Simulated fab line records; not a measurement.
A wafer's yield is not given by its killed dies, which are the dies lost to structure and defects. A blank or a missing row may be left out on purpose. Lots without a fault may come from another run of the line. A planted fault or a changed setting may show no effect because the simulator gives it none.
fab line records    flow berkeleyCmos170
record: lots: 5  wafers: 23
route steps=331 shown M2@283 V2@299
startH: hours from the record's opening day to when the first of the lot's shown wafers began    waitH: hours from the lot's prior step to this one    " identical to the entry in the row above    L1.1+2: several wafers, shown together as one row    - no value, or no start was given    * or withheld: withheld    < > ~ a bound
route shown NAME@n: NAME is a module with steps in the file, n the number in the route of the first one    usual: average and standard deviation across the fault-free wafers    same: alike in all rows    chamber/n: place in a boat    sites: the reading at each site    _std_site: how widely they spread, as a standard deviation    _edge_site: inner sites' mean taken away from outer sites' mean    radiusMm: for every site, how far away it sits from the centre of the wafer    mask NAME#n: copy n    behind: the most recent tool/chamber to have shaped the wafer    hold: why the lot was held/for how many hours/how that ended    device: whichever transistor did not switch (one of n, p or np)    end of line: the route-end tests of the same wafers    a step with no rows: only its recipe    killed: not the wafer's yield, but the dies lost to structure and defects at the first sort    map: the dies of a wafer, with x for killed, . for not killed, _ for no die there
set.NAME: the run value of the setting; set.NAME@STEP: its run value at that earlier step    model.NAME: the simulator's own value behind a step, which no gauge read
one table per step and one row per wafer, for lots whose settings were changed on purpose
== steps ==
step: UCB170_M2_EXPOSE_12
recipe: maskId: METAL2  targetCdNm: 700  na: 0.5  sigmaOuter: 0.6  sourceShape: conventional  doseMj: 26
lot.wafer       tool           chamber  startH  waitH  mask      set.doseMj
L076.1+2        krfScanner-02  0        203.90  -      METAL2#0  26
L076.3+4+5      "              0        "       "      METAL2#0  25.08
L079.1+4+6      krfScanner-02  0        220.12  -      METAL2#0  26
L078.1+2+3+5+6  krfScanner-01  0        220.99  -      METAL2#0  26
L081.1+2+3+5+6  krfScanner-01  0        223.01  -      METAL2#0  26
L080.1+2+6      krfScanner-01  0        227.86  -      METAL2#0  26
L080.3+4        "              0        "       "      METAL2#0  27.45
step: UCB170_M2_PEB_13
recipe: pebTempC: 130  pebTimeS: withheld  resist: KrF
step: UCB170_M2_DEVELOP_14
recipe: developer: TMAH  developTimeS: 45  resist: KrF  devTempC: 21
step: UCB170_M2_CD_MEAS_15
recipe: targetCdNm: 700
usual: cdNm: 700.5/1.2
lot.wafer  tool      chamber  startH  waitH  set.doseMj@M2_EXPOSE_12  cdNm
L076.1     cdSem-02  -        204.29  -      26                       698.8
L076.2     "         -        "       "      26                       699.6
L076.3     "         -        "       "      25.08                    705.8
L076.4     "         -        "       "      25.08                    706.0
L076.5     "         -        "       "      25.08                    706.0
L079.1     cdSem-01  -        220.51  -      26                       702.8
L079.4     "         -        "       "      26                       701.6
L079.6     "         -        "       "      26                       703.0
L078.1     cdSem-02  -        221.39  -      26                       700.6
L078.2     "         -        "       "      26                       700.9
L078.3     "         -        "       "      26                       700.4
L078.5     "         -        "       "      26                       699.4
L078.6     "         -        "       "      26                       699.7
L081.1     cdSem-02  -        223.60  -      26                       700.2
L081.2     "         -        "       "      26                       701.4
L081.3     "         -        "       "      26                       700.8
L081.5     "         -        "       "      26                       702.0
L081.6     "         -        "       "      26                       702.3
L080.1     cdSem-01  -        228.50  -      26                       700.2
L080.2     "         -        "       "      26                       699.8
L080.3     "         -        "       "      27.45                    691.3
L080.4     "         -        "       "      27.45                    689.6
L080.6     "         -        "       "      26                       700.4
step: UCB170_M2_ETCH_17
recipe: chemistry: N2/H2  targetDepthA: withheld  overetchA: withheld  target: BARC  timeS: withheld  sourceW: 500  biasW: 96.07  pressureMtorr: 30  n2FlowSccm: 100  h2FlowSccm: 200
lot.wafer  tool        chamber  startH  waitH  set.doseMj@M2_EXPOSE_12  model.M2.cdNm
L076.1     rieDiel-04  3        204.44  0.0    26                       698.3
L076.2     "           1        "       "      26                       699.4
L076.3     "           2        "       "      25.08                    704.4
L076.4     "           0        "       "      25.08                    705.9
L076.5     "           1        "       "      25.08                    705.6
L079.1     rieDiel-02  3        220.67  0.0    26                       701.8
L079.4     "           0        "       "      26                       701.9
L079.6     "           2        "       "      26                       703.2
L078.1     rieDiel-01  3        221.54  0.0    26                       700.5
L078.2     "           2        "       "      26                       700.1
L078.3     "           1        "       "      26                       701
L078.5     "           1        "       "      26                       699.9
L078.6     "           2        "       "      26                       698.8
L081.1+3   rieDiel-01  3,2      223.76  0.0    26                       700.1
L081.2     "           1        "       "      26                       702.1
L081.5     "           3        "       "      26                       702.5
L081.6     "           2        "       "      26                       701.1
L080.1     rieDiel-02  1        228.66  0.0    26                       700
L080.2     "           0        "       "      26                       699.4
L080.3     "           3        "       "      27.45                    690.1
L080.4     "           2        "       "      27.45                    689.9
L080.6     "           3        "       "      26                       699.3
step: UCB170_V2_COAT_07
recipe: resist: KrF  spinRpm: 1500  resistThkNm: 900
lot.wafer  tool           chamber  startH  waitH  set.resistThkNm  model.KrF_of_V2_COAT_07.thkNm
L076.1     lithoTrack-02  0        206.21  0.1    866.3            871.8
L076.2     "              0        "       "      900              904.6
L076.3     "              0        "       "      900              897
L076.4     "              0        "       "      866.3            868
L076.5     "              0        "       "      866.3            864.3
L079.1     lithoTrack-02  0        222.15  0.1    900              897.8
L079.4     "              0        "       "      900              895.6
L079.6     "              0        "       "      900              898.1
L078.1     lithoTrack-04  0        223.03  0.1    947.6            948.3
L078.2     "              0        "       "      947.6            947.7
L078.3     "              0        "       "      900              898.4
L078.5     "              0        "       "      900              898.9
L078.6     "              0        "       "      900              899.6
L081.1     lithoTrack-03  0        225.49  0.1    870.6            874.2
L081.2     "              0        "       "      870.6            875.1
L081.3     "              0        "       "      870.6            872.8
L081.5     "              0        "       "      900              901.6
L081.6     "              0        "       "      900              901.2
L080.1     lithoTrack-02  0        230.36  0.1    871.2            868.5
L080.2     "              0        "       "      900              898.3
L080.3     "              0        "       "      871.2            869.1
L080.4     "              0        "       "      900              896.6
L080.6     "              0        "       "      900              897.9
step: UCB170_V2_ETCH_14
recipe: chemistry: CHF3/CF4/Ar  target: SiO2  stopOn: Al  CHF3_flow_sccm: 45  cf4FlowSccm: 15  Ar_flow_sccm: 150  pressureMtorr: 200  rfW: 700  targetDepthA: 12500  overEtchFrac: 0.25  timeS: 291
lot.wafer  tool        chamber  startH  waitH  set.timeS  set.resistThkNm@V2_COAT_07  model.KrF_of_V2_COAT_07.thkNm
L076.1     rieDiel-01  3        207.22  0.0    291        866.3                       589.3
L076.2     "           2        "       "      322.8      900                         584.5
L076.3     "           1        "       "      291        900                         612.7
L076.4     "           0        "       "      322.8      866.3                       557.5
L076.5     "           3        "       "      291        866.3                       584.2
L079.1     rieDiel-03  0        223.00  0.0    291        900                         611.4
L079.4     "           2        "       "      291        900                         605.9
L079.6     "           0        "       "      291        900                         609.4
L078.1     rieDiel-02  2        224.31  0.0    291        947.6                       660.8
L078.2     "           0        "       "      291        947.6                       654
L078.3     "           1        "       "      317.4      900                         574.8
L078.5     "           2        "       "      291        900                         613.3
L078.6     "           1        "       "      317.4      900                         575.8
L081.1     rieDiel-02  3        227.12  0.0    291        870.6                       583.4
L081.2     "           0        "       "      308.9      870.6                       565.7
L081.3     "           1        "       "      308.9      870.6                       558.1
L081.5     "           0        "       "      291        900                         608.7
L081.6     "           1        "       "      291        900                         603.5
L080.1     rieDiel-01  1        231.21  0.0    291        871.2                       586.1
L080.2     "           3        "       "      291        900                         616.7
L080.3     "           0        "       "      291        871.2                       584.9
L080.4     "           2        "       "      291        900                         603.4
L080.6     "           3        "       "      291        900                         614.6
step: UCB170_V2_STRIP_15
recipe: chemistry: O2  powerW: 400  pressureMtorr: 3500  platenTempC: withheld  o2FlowSccm: 400  overashFraction: 0.5
usual: stripTimeToEndpointS: 15.33/0.13
lot.wafer  tool            chamber  startH  waitH  set.resistThkNm@V2_COAT_07  set.timeS@V2_ETCH_14  stripTimeToEndpointS
L076.1     plasmaAsher-04  1        207.40  0.1    866.3                       291                   14.83
L076.2     "               0        "       "      900                         322.8                 14.70
L076.3     "               0        "       "      900                         291                   15.38
L076.4     "               1        "       "      866.3                       322.8                 14.08
L076.5     "               0        "       "      866.3                       291                   14.69
L079.1     plasmaAsher-04  1        223.18  0.1    900                         291                   15.37
L079.4     "               0        "       "      900                         291                   15.21
L079.6     "               0        "       "      900                         291                   15.30
L078.1     plasmaAsher-03  1        224.49  0.1    947.6                       291                   16.46
L078.2     "               0        "       "      947.6                       291                   16.28
L078.3     "               0        "       "      900                         317.4                 14.48
L078.5     "               1        "       "      900                         291                   15.38
L078.6     "               0        "       "      900                         317.4                 14.50
L081.1     plasmaAsher-01  0        227.29  0.1    870.6                       291                   14.68
L081.2     "               1        "       "      870.6                       308.9                 14.26
L081.3     "               0        "       "      870.6                       308.9                 14.10
L081.5     "               1        "       "      900                         291                   15.27
L081.6     "               0        "       "      900                         291                   15.16
L080.1     plasmaAsher-04  0        231.38  0.1    871.2                       291                   14.75
L080.2     "               1        "       "      900                         291                   15.47
L080.3     "               0        "       "      871.2                       291                   14.71
L080.4     "               1        "       "      900                         291                   15.15
L080.6     "               0        "       "      900                         291                   15.41
== key ==
split: step: UCB170_M2_EXPOSE_12  setting: doseMj  stated: 26  by: wafer
response: step: UCB170_M2_CD_MEAS_15  reading: cdNm  change: -1.79  per: 1%  r: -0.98
response: step: UCB170_M2_ETCH_17  reading: model.M2.cdNm  change: -1.75  per: 1%  r: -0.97
split: step: UCB170_V2_COAT_07  setting: resistThkNm  stated: 900  by: wafer
response: step: UCB170_V2_COAT_07  reading: model.KrF_of_V2_COAT_07.thkNm  change: +8.96  per: 1%  r: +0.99
response: step: UCB170_V2_ETCH_14  reading: model.KrF_of_V2_COAT_07.thkNm  slope: +8.37  per: 1%  togetherWith: timeS@V2_ETCH_14  explained: 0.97
response: step: UCB170_V2_STRIP_15  reading: stripTimeToEndpointS  slope: *  per: 1%  togetherWith: timeS@V2_ETCH_14  explained: 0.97
split: step: UCB170_V2_ETCH_14  setting: timeS  stated: 291  by: wafer
response: step: UCB170_V2_ETCH_14  reading: model.KrF_of_V2_COAT_07.thkNm  slope: -3.26  per: 1%  togetherWith: resistThkNm@V2_COAT_07  explained: 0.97
response: step: UCB170_V2_STRIP_15  reading: stripTimeToEndpointS  slope: *  per: 1%  togetherWith: resistThkNm@V2_COAT_07  explained: 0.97
